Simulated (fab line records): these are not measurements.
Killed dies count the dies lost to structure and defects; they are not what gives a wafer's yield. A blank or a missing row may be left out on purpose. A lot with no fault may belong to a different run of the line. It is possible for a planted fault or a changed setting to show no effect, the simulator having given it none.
Which tool was responsible?    flow rit cmos    7 lots, 21 wafers sampled, at 2 steps of a route of 202

== WHAT EACH GAUGE READ, for each wafer ==
RIT_GATE_CD_MEAS_16 targets a cd of 150 nm.
lot   measured     on         cd nm (nm)
L660  day 2 23:17  cd sem-01  150.0 148.4 148.9
L662  day 3 05:08  cd sem-01  155.4 155.1 155.0
L664  day 3 17:48  cd sem-02  151.3 151.3 150.5
L666  day 4 00:38  cd sem-01  153.7 151.9 151.7
L673  day 5 14:46  cd sem-02  58.6 59.3 58.7
L675  day 6 00:07  cd sem-02  152.5 151.9 152.9
L682  day 7 09:27  cd sem-02  152.4 148.3 153.1

== WHICH TOOL RAN EACH LOT (tool, then ch and the chambers of the sampled wafers, then the start) ==
lot   RIT_GATE_COAT_11
L660  litho track-02 ch 0, day 2 22:28
L662  litho track-02 ch 0, day 3 04:17
L664  litho track-04 ch 0, day 3 17:05
L666  litho track-02 ch 0, day 3 23:49
L673  litho track-04 ch 0, day 5 14:04
L675  litho track-02 ch 0, day 5 23:14
L682  litho track-02 ch 0, day 7 08:45
- RIT_GATE_COAT_11: resist thk 850 nm.

== THE ANSWER, worked out from the rows above alone ==
Rule: the lots themselves supply what counts as usual. The widest of any qualifying gaps counts: lots, ordered by their means at a reading, are off when they make up no more than a third of the lots, leave a main group of 4 or more, and stand apart from it by 3 or more times the standard deviation of that group's means. The tables above print the reading to a certain number of digits; a main group whose means all agree to those digits is not used. A lot without any number at a reading at which 4 lots or more have one is off too. The other lots that the step has rows for count as sound.
Off: L673 (RIT_GATE_CD_MEAS_16, cd nm). The main group has a mean of 151.9 nm with a standard deviation of 1.8.
If a tool, at a process step before that reading, ran all the lots that are off and no sound lot after the first of them, it fits. The gauges at RIT_GATE_CD_MEAS_16 are tried like those tools. One fits: RIT_GATE_COAT_11 on litho track-04. A fault onset in the window from L664 (day 3 17:05, its last sound lot) to L673 (day 5 14:04, its first lot off) fits.

== WHAT THE SIMULATOR PUT IN ==
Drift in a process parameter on litho track-04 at RIT_GATE_COAT_11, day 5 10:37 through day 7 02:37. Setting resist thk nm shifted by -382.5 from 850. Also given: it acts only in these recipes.
Struck lots among those shown: L673. This agrees with what the rule above found.
